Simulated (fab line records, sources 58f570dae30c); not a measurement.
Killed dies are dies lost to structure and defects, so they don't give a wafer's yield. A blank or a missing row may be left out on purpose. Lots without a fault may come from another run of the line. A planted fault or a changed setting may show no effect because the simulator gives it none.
fab line records | flow berkeley_cmos170
record lots=14 wafers=42 last_day=11
route steps=331 shown PSD@184 NSD@196 SDANNEAL@204 V1@257
lots that met no fault: from a run of the same line without faults
start_h: hours from the record's first day to the start of the lot's first wafer shown | wait_h: hours since the lot's step before | " the same as in the row above | L1.1+2: a row that stands for several wafers | - no value, or no start given | * or withheld: withheld | < > ~ a bound
route shown NAME@n: a module of which the file shows steps, and the number in the route of the first | usual: mean/standard deviation of fault-free wafers | same: alike in all rows | chamber/n: place in a boat | sites: the reading at each site | _std_site: their standard deviation | _edge_site: outer sites' mean less inner sites' | radius_mm: how far each site lies from the wafer's centre | mask NAME#n: copy n | behind: the tool/chamber that last shaped the wafer | hold: why the lot was held/for how many hours/how that ended | device: the transistor (n, p or np) that didn't switch | end of line: the same wafers' tests at the end of the route | a step without rows: its recipe alone | killed: dies lost to structure and defects at the first sort, not the wafer's yield | map: a wafer's dies, x killed, . not, _ none there
set.NAME: the setting as run; set.NAME@STEP: as run at that earlier step | model.NAME: the simulator's own value behind a step, which no gauge read
steps of the route over a sample of lots; a table a step, a row a wafer
services: from which hour (start_h, from the record's first day; less than 0 if before it) a tool's chamber was out of use, for how many hours, and why
## steps
# step UCB170_PSD_STRIP_09
# recipe chemistry=O2 power_w=400 pressure_mtorr=3500 platen_temp_c=withheld o2_flow_sccm=400 overash_fraction=0.5
# usual chamber_pressure_mTorr=3500/3.3 drypump_motor_current_A=5.6/0.55 oes_product_au=0.601/0.0045 overash_fraction=0.5/0 strip_time_to_endpoint_s=29.35/0.064
# columns lot.wafer tool chamber start_h wait_h chamber_pressure_mTorr drypump_motor_current_A oes_product_au overash_fraction rf_hours_counter_h strip_time_to_endpoint_s
L545.2 plasma_asher-02 1 119.96 0.1 3500 5.0 0.598 0.5 46 29.42
L545.4 " 0 " " 3494 6.4 0.606 0.5 - 29.37
L545.6 " 1 " " 3501 5.0 0.599 0.5 - 29.41
L551.2 plasma_asher-02 1 146.81 0.1 3500 4.9 0.613 0.5 50 29.32
L551.4 " 1 " " 3494 5.0 0.602 0.5 - 29.36
L551.6 " 1 " " 3496 5.0 0.602 0.5 - 29.38
L550.1 plasma_asher-02 0 149.62 0.1 3501 6.4 0.605 0.5 50 29.22
L550.2 " 1 " " 3501 5.0 0.592 0.5 50 29.29
L550.4 " 0 " " 3501 6.4 0.597 0.5 - 29.23
L552.2 plasma_asher-03 0 157.21 0.1 3501 6.3 0.614 0.5 38 29.34
L552.4 " 0 " " 3503 6.3 0.602 0.5 - 29.44
L552.5 " 1 " " 3504 5.2 0.608 0.5 - 29.39
L553.2 plasma_asher-04 0 157.21 0.1 3494 5.4 0.599 0.5 6 29.36
L553.3 " 1 " " 3497 5.7 0.603 0.5 - 29.18
L553.6 " 1 " " 3498 5.7 0.602 0.5 - 29.39
L556.2 plasma_asher-03 1 181.81 0.1 - - - - - -
L556.4 " 1 " " - - - - - -
L556.6 " 0 " " - - - - - -
L557.3 plasma_asher-04 1 182.12 0.1 - - - - - -
L557.5 " 1 " " - - - - - -
L557.6 " 0 " " - - - - - -
L561.4 plasma_asher-02 0 210.29 0.1 3501 6.4 0.599 0.5 - 29.28
L561.5 " 1 " " 3498 5.0 0.595 0.5 - 29.21
L561.6 " 0 " " 3500 6.4 0.598 0.5 - 29.19
L562.3 plasma_asher-03 0 210.47 0.1 3499 6.3 0.597 0.5 - 29.42
L562.4 " 1 " " 3496 5.1 0.600 0.5 - 29.43
L562.5 " 0 " " 3500 6.3 0.600 0.5 - 29.34
L563.3 plasma_asher-03 1 222.09 0.1 3501 5.2 0.601 0.5 - 29.44
L563.4 " 0 " " 3503 6.3 0.596 0.5 - 29.58
L563.5 " 1 " " 3501 5.2 0.603 0.5 - 29.47
L566.2 plasma_asher-03 0 233.86 0.1 3501 6.3 0.594 0.5 46 29.40
L566.4 " 0 " " 3501 6.3 0.602 0.5 - 29.37
L566.6 " 0 " " 3501 6.3 0.601 0.5 - 29.37
L565.2 plasma_asher-04 1 234.10 0.1 3503 5.7 0.603 0.5 14 29.33
L565.4 " 1 " " 3499 5.7 0.603 0.5 - 29.32
L565.5 " 1 " " 3501 5.7 0.600 0.5 - 29.35
L567.3 plasma_asher-04 1 241.83 0.1 3501 5.7 0.602 0.5 - 29.30
L567.4 " 0 " " 3497 5.3 0.600 0.5 - 29.40
L567.6 " 0 " " 3497 5.3 0.607 0.5 - 29.33
L568.1 plasma_asher-02 1 242.07 0.1 3504 4.9 0.598 0.5 61 29.34
L568.2 " 0 " " 3496 6.4 0.599 0.5 61 29.27
L568.5 " 1 " " 3502 4.9 0.603 0.5 - 29.27
# step UCB170_NSD_STRIP_09
# recipe chemistry=O2 power_w=400 pressure_mtorr=3500 platen_temp_c=withheld o2_flow_sccm=400 overash_fraction=0.5
# usual chamber_pressure_mTorr=3499/3.8 drypump_motor_current_A=5.5/0.45 oes_product_au=0.535/0.0048 strip_time_to_endpoint_s=35.72/0.083
# same overash_fraction=0.5
# columns lot.wafer tool chamber start_h wait_h chamber_pressure_mTorr drypump_motor_current_A oes_product_au rf_hours_counter_h strip_time_to_endpoint_s
L545.2 plasma_asher-03 1 124.34 0.1 3498 5.2 0.537 34 35.69
L545.4 " 1 " " 3497 5.2 0.532 - 35.73
L545.6 " 0 " " 3497 6.3 0.537 - 35.65
L551.2 plasma_asher-04 0 149.86 0.1 3499 5.3 0.544 4 35.88
L551.4 " 0 " " 3499 5.3 0.537 - 35.81
L551.6 " 1 " " 3482 5.7 0.537 - 35.77
L550.1 plasma_asher-04 1 152.23 0.1 3501 5.7 0.537 5 35.56
L550.2 " 0 " " 3499 5.3 0.533 5 35.50
L550.4 " 0 " " 3496 5.3 0.529 - 35.54
L553.2 plasma_asher-01 1 158.84 0.1 3498 4.8 0.532 42 35.74
L553.3 " 0 " " 3501 5.5 0.547 - 35.74
L553.6 " 1 " " 3503 4.8 0.532 - 35.69
L552.2 plasma_asher-03 1 158.95 0.1 3503 5.2 0.528 38 35.58
L552.4 " 0 " " 3495 6.3 0.532 - 35.63
L552.5 " 0 " " 3506 6.2 0.535 - 35.63
L556.2 plasma_asher-01 0 183.71 0.1 3498 5.6 0.620 45 61.80
L556.4 " 1 " " 3503 4.8 0.630 - 61.73
L556.6 " 1 " " 3499 4.8 0.615 - 61.80
L557.3 plasma_asher-03 0 184.05 0.1 3498 6.3 0.622 - 61.89
L557.5 " 1 " " 3504 5.1 0.623 - 61.99
L557.6 " 0 " " 3494 6.3 0.629 - 61.94
L561.4 plasma_asher-04 1 212.48 0.1 3498 5.7 0.537 - 35.67
L561.5 " 0 " " 3506 5.3 0.538 - 35.76
L561.6 " 1 " " 3501 5.7 0.524 - 35.77
L562.3 plasma_asher-01 1 212.56 0.1 3504 4.8 0.530 - 35.71
L562.4 " 0 " " 3503 5.5 0.536 - 35.73
L562.5 " 0 " " 3504 5.5 0.530 - 35.68
L563.3 plasma_asher-03 1 226.94 0.1 3497 5.2 0.534 - 35.81
L563.4 " 0 " " 3497 6.3 0.536 - 35.73
L563.5 " 0 " " 3496 6.3 0.538 - 35.78
L566.2 plasma_asher-03 0 235.71 0.1 3503 6.3 0.537 46 35.79
L566.4 " 1 " " 3507 5.1 0.532 - 35.69
L566.6 " 1 " " 3500 5.1 0.531 - 35.79
L565.2 plasma_asher-04 0 235.86 0.1 3500 5.3 0.529 14 35.93
L565.4 " 1 " " 3499 5.7 0.534 - 35.90
L565.5 " 1 " " 3496 5.7 0.532 - 35.88
L568.1 plasma_asher-01 1 244.12 0.1 3505 4.8 0.527 50 35.89
L568.2 " 0 " " 3502 5.5 0.535 50 35.74
L568.5 " 1 " " 3497 4.8 0.531 - 35.79
L567.3 plasma_asher-04 1 244.13 0.1 3495 5.7 0.533 - 35.59
L567.4 " 0 " " 3498 5.4 0.538 - 35.70
L567.6 " 1 " " 3504 5.7 0.533 - 35.70
# step UCB170_NSD_TW_MEAS_10
# usual NSD_TW=4190/31
# columns lot.wafer tool chamber start_h wait_h NSD_TW
L545.2 film_metro-02 - 124.45 0.1 4150
L545.4 " - " " 4178
L545.6 " - " " 4179
L551.2 film_metro-03 - 149.97 0.1 4232
L551.4 " - " " 4245
L551.6 " - " " 4250
L550.1 film_metro-02 - 152.33 0.1 4159
L550.2 " - " " 4172
L550.4 " - " " 4184
L553.2 film_metro-02 - 158.95 0.1 4164
L553.3 " - " " 4158
L553.6 " - " " 4149
L552.2 film_metro-03 - 159.06 0.1 4249
L552.4 " - " " 4218
L552.5 " - " " 4235
L556.2 film_metro-04 - 183.82 0.1 30
L556.4 " - " " 30
L556.6 " - " " 30
L557.3 film_metro-02 - 184.14 0.1 30
L557.5 " - " " 30
L557.6 " - " " 30
L561.4 film_metro-03 - 212.58 0.1 4239
L561.5 " - " " 4206
L561.6 " - " " 4238
L562.3 film_metro-04 - 212.64 0.1 4164
L562.4 " - " " 4177
L562.5 " - " " 4181
L563.3 film_metro-02 - 227.02 0.1 4188
L563.4 " - " " 4177
L563.5 " - " " 4193
L566.2 film_metro-02 - 235.82 0.1 4178
L566.4 " - " " 4185
L566.6 " - " " 4183
L565.2 film_metro-04 - 235.97 0.1 4159
L565.4 " - " " 4153
L565.5 " - " " 4144
L567.3 film_metro-02 - 244.22 0.1 4169
L567.4 " - " " 4172
L567.6 " - " " 4177
L568.1 film_metro-04 - 244.22 0.1 4191
L568.2 " - " " 4168
L568.5 " - " " 4206
# step UCB170_SDANNEAL_RTA_00
# recipe temp_c=900 time_s=10 ambient=N2
# usual anneal_temp_c_max=906.3/1.5 lamp_power_pct=24.5/1.6 wafer_temp_C_max=904.3/1.2
# columns lot.wafer tool chamber start_h wait_h anneal_temp_c_max lamp_power_pct wafer_temp_C_max
L545.2 rtp_anneal-02 0 126.31 0.0 905.0 26.4 904.3
L545.4 " 0 " " 906.0 26.4 906.0
L545.6 " 0 " " 904.2 26.4 905.2
L551.2 rtp_anneal-02 0 151.68 0.0 906.1 26.3 904.9
L551.4 " 0 " " 904.2 26.4 906.6
L551.6 " 0 " " 904.5 26.4 908.0
L550.1 rtp_anneal-01 0 153.99 0.0 908.0 23.2 903.1
L550.2 " 0 " " 905.5 23.2 903.5
L550.4 " 0 " " 906.7 23.2 903.7
L553.2 rtp_anneal-02 0 159.92 0.0 904.2 26.3 904.4
L553.3 " 0 " " 904.4 26.4 905.2
L553.6 " 0 " " 904.2 26.3 905.1
L552.2 rtp_anneal-01 0 160.27 0.0 907.7 23.2 903.1
L552.4 " 0 " " 906.7 23.2 903.6
L552.5 " 0 " " 905.9 23.2 904.1
L556.2 rtp_anneal-01 0 184.78 0.0 906.6 23.2 902.3
L556.4 " 0 " " 908.0 23.2 903.0
L556.6 " 0 " " 906.8 23.2 902.5
L557.3 rtp_anneal-02 0 185.24 0.0 904.0 26.3 906.0
L557.5 " 0 " " 905.1 26.3 906.1
L557.6 " 0 " " 904.7 26.3 903.9
L562.3 rtp_anneal-01 0 216.43 0.0 905.5 23.2 903.7
L562.4 " 0 " " 905.7 23.2 904.1
L562.5 " 0 " " 909.2 23.2 903.6
L561.4 rtp_anneal-02 0 216.44 0.0 903.4 26.4 906.1
L561.5 " 0 " " 904.3 26.3 905.8
L561.6 " 0 " " 905.7 26.4 905.9
L563.3 rtp_anneal-01 0 227.98 0.0 907.7 23.2 904.9
L563.4 " 0 " " 907.6 23.2 902.5
L563.5 " 0 " " 906.3 23.3 903.3
L566.2 rtp_anneal-01 0 236.81 0.0 907.0 23.2 903.1
L566.4 " 0 " " 909.9 23.2 903.6
L566.6 " 0 " " 907.3 23.2 904.4
L565.2 rtp_anneal-02 0 237.25 0.0 903.9 26.3 905.6
L565.4 " 0 " " 904.1 26.4 904.7
L565.5 " 0 " " 904.4 26.4 905.6
L568.1 rtp_anneal-01 0 245.74 0.0 906.7 23.2 903.9
L568.2 " 0 " " 908.6 23.2 903.3
L568.5 " 0 " " 908.2 23.2 903.4
L567.3 rtp_anneal-02 0 245.75 0.0 905.1 26.3 903.5
L567.4 " 0 " " 905.6 26.4 905.6
L567.6 " 0 " " 905.1 26.3 904.7
# step UCB170_SDANNEAL_RTA_01
# recipe temp_c=1050 time_s=5 ambient=N2
# usual anneal_temp_c_max=1057.2/1.9 lamp_power_pct=37.9/2.4 wafer_temp_C_max=1054.8/1.3
# columns lot.wafer tool chamber start_h wait_h anneal_temp_c_max lamp_power_pct wafer_temp_C_max
L545.2 rtp_anneal-02 0 126.37 0.1 1057.7 40.7 1054.3
L545.4 " 0 " " 1053.7 40.7 1055.1
L545.6 " 0 " " 1058.0 40.7 1055.7
L551.2 rtp_anneal-02 0 151.75 0.1 1055.5 40.7 1055.5
L551.4 " 0 " " 1055.1 40.7 1055.7
L551.6 " 0 " " 1054.6 40.7 1058.6
L550.1 rtp_anneal-01 0 154.06 0.1 1059.3 35.9 1053.0
L550.2 " 0 " " 1058.7 35.8 1052.7
L550.4 " 0 " " 1058.9 35.8 1054.3
L553.2 rtp_anneal-02 0 159.98 0.1 1057.4 40.7 1055.9
L553.3 " 0 " " 1054.6 40.7 1056.7
L553.6 " 0 " " 1054.6 40.7 1056.3
L552.2 rtp_anneal-01 0 160.33 0.1 1058.7 35.9 1053.6
L552.4 " 0 " " 1058.7 35.8 1054.8
L552.5 " 0 " " 1057.9 35.8 1054.1
L556.2 rtp_anneal-01 0 184.85 0.1 1056.7 35.8 1054.4
L556.4 " 0 " " 1058.2 35.9 1054.4
L556.6 " 0 " " 1059.3 35.8 1053.4
L557.3 rtp_anneal-02 0 185.31 0.1 1055.6 40.7 1054.8
L557.5 " 0 " " 1056.2 40.7 1055.8
L557.6 " 0 " " 1055.9 40.7 1054.9
L562.3 rtp_anneal-01 0 216.49 0.1 1058.3 35.9 1054.2
L562.4 " 0 " " 1056.8 35.8 1053.3
L562.5 " 0 " " 1059.5 35.9 1053.4
L561.4 rtp_anneal-02 0 216.50 0.1 1055.9 40.6 1058.7
L561.5 " 0 " " 1054.7 40.7 1056.8
L561.6 " 0 " " 1054.6 40.8 1055.7
L563.3 rtp_anneal-01 0 228.05 0.1 1059.3 35.8 1053.8
L563.4 " 0 " " 1057.2 35.8 1053.3
L563.5 " 0 " " 1058.3 35.9 1054.3
L566.2 rtp_anneal-01 0 236.88 0.1 1057.2 35.8 1055.2
L566.4 " 0 " " 1059.9 35.9 1053.3
L566.6 " 0 " " 1057.7 35.8 1055.5
L565.2 rtp_anneal-02 0 237.31 0.1 1057.1 40.7 1055.4
L565.4 " 0 " " 1055.2 40.7 1056.5
L565.5 " 0 " " 1055.5 40.8 1056.5
L568.1 rtp_anneal-01 0 245.81 0.1 1057.2 35.8 1053.6
L568.2 " 0 " " 1057.2 35.8 1053.9
L568.5 " 0 " " 1057.4 35.8 1053.6
L567.3 rtp_anneal-02 0 245.81 0.1 1054.0 40.6 1055.2
L567.4 " 0 " " 1054.3 40.7 1055.9
L567.6 " 0 " " 1055.5 40.8 1057.0
# step UCB170_V1_BOW_MEAS_03
# recipe mode=bow
# usual V1_BOW=18/6.7
# columns lot.wafer tool chamber start_h wait_h V1_BOW[um]
L545.2 film_metro-04 - 138.14 0.1 17
L545.4 " - " " 12
L545.6 " - " " 12
L551.2 film_metro-01 - 166.79 0.3 23
L551.4 " - " " 11
L551.6 " - " " 9
L550.1 film_metro-04 - 167.07 0.2 19
L550.2 " - " " 22
L550.4 " - " " 23
L552.2 film_metro-04 - 172.22 0.2 10
L552.4 " - " " 30
L552.5 " - " " 18
L553.2 film_metro-01 - 172.22 0.2 18
L553.3 " - " " 18
L553.6 " - " " 17
L556.2 film_metro-03 - 197.29 0.3 22
L556.4 " - " " 18
L556.6 " - " " 12
L557.3 film_metro-01 - 197.31 0.1 15
L557.5 " - " " 14
L557.6 " - " " 13
L561.4 film_metro-04 - 233.84 0.3 18
L561.5 " - " " 12
L561.6 " - " " 28
L562.3 film_metro-01 - 234.12 0.2 2
L562.4 " - " " 29
L562.5 " - " " 30
L563.3 film_metro-03 - 241.24 0.2 14
L563.4 " - " " 14
L563.5 " - " " 24
L566.2 film_metro-03 - 250.71 0.2 22
L566.4 " - " " 25
L566.6 " - " " 29
L565.2 film_metro-01 - 251.01 0.2 14
L565.4 " - " " 19
L565.5 " - " " 20
L568.1 film_metro-01 - 257.84 0.1 12
L568.2 " - " " 22
L568.5 " - " " 26
L567.3 film_metro-03 - 257.88 0.2 17
L567.4 " - " " 30
L567.6 " - " " 20
## services
# columns tool chamber start_h hours kind
plasma_asher-01 - 100.47 28.1 pm
plasma_asher-04 - 106.81 3.8 repair
plasma_asher-04 - 110.62 9.0 pm
plasma_asher-04 0 110.62 9.0 vent_cycle
plasma_asher-04 1 110.62 9.0 vent_cycle
plasma_asher-04 0 119.62 - clean
plasma_asher-04 1 119.62 - clean
plasma_asher-01 - 146.76 3.8 repair
plasma_asher-03 - 149.72 6.0 repair
plasma_asher-01 - 164.80 3.3 repair
plasma_asher-02 - 167.53 0.4 repair
plasma_asher-02 - 191.46 2.1 repair
rtp_anneal-01 - 217.55 4.5 pm
## key
first_sign step=UCB170_PSD_STRIP_09 reading=tool_record direction=missing
effect step=UCB170_NSD_STRIP_09 reading=strip_time_to_endpoint_s direction=up sigmas=99+ usual=* struck=*
effect step=UCB170_NSD_TW_MEAS_10 reading=NSD_TW direction=down sigmas=99+ usual=4190 struck=30
met_at UCB170_PSD_STRIP_09
struck_lots L556,L557
sort_left_out L556.2,L556.4,L556.6,L557.3,L557.5,L557.6
tester_left_out L556,L557
not_acting_at UCB170_SDANNEAL_RTA_00,UCB170_SDANNEAL_RTA_01,UCB170_V1_BOW_MEAS_03
onset_between 157.21 181.81
fault kind=skipped_step_whole tool=plasma_asher-03,plasma_asher-04 chamber=- onset_h=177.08 steps=UCB170_PSD_STRIP_09 scope=struck_lots_only
# tester_left_out: of these lots the tester's yield and bins aren't shown, on N5 and GAA mostly nor the transistor test; their killed dies are dies lost to structure and defects alone, not to doping, threshold or leakage, so they don't give the yield
# sort_left_out: the simulated sort isn't trusted on such a fault, so these wafers' sort isn't shown, and their yield isn't known
